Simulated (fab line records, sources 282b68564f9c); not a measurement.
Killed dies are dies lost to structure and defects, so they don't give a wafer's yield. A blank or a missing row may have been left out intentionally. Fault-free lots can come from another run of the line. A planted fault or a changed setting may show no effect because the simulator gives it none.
Check of tool commonality    flow rit-cmos    13 lots and 39 wafers in the sample

== THE REASON FOR OPENING IT ==
On 1 of the 13 lots, a flag is raised at RIT_M1_CD_MEAS_09 on the reading cd-nm. No-fault wafers: 2599.2 nm, standard deviation 2.5.
Rule: a lot is flagged when every wafer of it that has a number lies more than 4 standard deviations from that mean, or none has a number. All remaining lots are regarded as sound.

lot   measured     on         cd-nm (nm), wafer by wafer  flag
L622  day 3 06:11  cd-sem-02  2597.6 2598.1 2597.3        
L623  day 3 12:09  cd-sem-02  2597.7 2597.9 2598.1        
L625  day 3 22:29  cd-sem-02  2598.8 2600.2 2597.9        
L626  day 4 03:02  cd-sem-01  2596.3 2593.2 2594.7        
L627  day 4 07:32  cd-sem-02  2603.6 2602.3 2602.3        
L629  day 4 18:46  cd-sem-02  2596.8 2597.6 2599.0        
L630  day 4 22:47  cd-sem-02  2751.0 2749.2 2751.1        FLAGGED
L639  day 6 19:20  cd-sem-01  2596.4 2596.8 2595.9        
L640  day 7 00:08  cd-sem-02  2599.6 2601.3 2603.5        
L641  day 7 06:28  cd-sem-01  2600.1 2602.5 2602.9        
L642  day 7 09:47  cd-sem-01  2599.2 2599.0 2600.1        
L643  day 7 17:11  cd-sem-02  2602.1 2603.5 2601.9        
L645  day 8 02:15  cd-sem-01  2594.2 2592.3 2595.0        
The mean of the flagged lots' numbers is 2750.4 nm, +151.2 nm from the usual (+60 standard deviations).

== WHICH TOOL EACH LOT WENT THROUGH ==
The record keeps 1 process step preceding the reading, out of 202 steps on the route. Every cell lists first the tool, next ch and the chambers used by the sampled wafers, and last the start.
lot   flag     RIT_M1_EXPOSE_06
L622           iline-stepper-01 ch 0, day 3 05:45
L623           iline-stepper-01 ch 0, day 3 11:43
L625           iline-stepper-01 ch 0, day 3 22:04
L626           iline-stepper-02 ch 0, day 4 02:37
L627           iline-stepper-01 ch 0, day 4 07:06
L629           iline-stepper-02 ch 0, day 4 18:20
L630  FLAGGED  iline-stepper-02 ch 0, day 4 22:22
L639           iline-stepper-02 ch 0, day 6 18:54
L640           iline-stepper-02 ch 0, day 6 23:42
L641           iline-stepper-02 ch 0, day 7 06:02
L642           iline-stepper-01 ch 0, day 7 09:21
L643           iline-stepper-02 ch 0, day 7 16:46
L645           iline-stepper-01 ch 0, day 8 01:49
What is done by these steps:
- RIT_M1_EXPOSE_06: exposes mask M12, target cd 2600 nm.
- RIT_M1_CD_MEAS_09: target cd 2600 nm.

== FLAGGED AGAINST TOTAL, ONE TOOL AT A TIME (gauges that did the reading follow at the end) ==
step               tool              lots run  flagged  share of the flagged lots  sound lots run after its first flagged lot
RIT_M1_EXPOSE_06   iline-stepper-01  6         0        none                       -
RIT_M1_EXPOSE_06   iline-stepper-02  7         1        all                        4 (L639,L640,L641,L643)
RIT_M1_CD_MEAS_09  cd-sem-01         5         0        none                       -
RIT_M1_CD_MEAS_09  cd-sem-02         8         1        all                        2 (L640,L643)

== WHAT THE TABLE PERMITS ==
Table rows that saw every flagged lot: 2, namely iline-stepper-02 at RIT_M1_EXPOSE_06 and cd-sem-02 at RIT_M1_CD_MEAS_09.
- iline-stepper-02 at RIT_M1_EXPOSE_06 ran 7 lots, 1 of them flagged. Sound lots followed the first flagged one (L639, L640, L641, L643) on it, something a lasting fault affecting the whole tool could not allow.
- cd-sem-02 at RIT_M1_CD_MEAS_09 ran 8 lots, 1 of them flagged. Sound lots followed the first flagged one (L640, L643) on it, something a lasting fault affecting the whole tool could not allow.
There is no row in the table that ran each flagged lot and no sound lot after the first.

== WHAT HAD BEEN PUT IN BY THE SIMULATOR ==
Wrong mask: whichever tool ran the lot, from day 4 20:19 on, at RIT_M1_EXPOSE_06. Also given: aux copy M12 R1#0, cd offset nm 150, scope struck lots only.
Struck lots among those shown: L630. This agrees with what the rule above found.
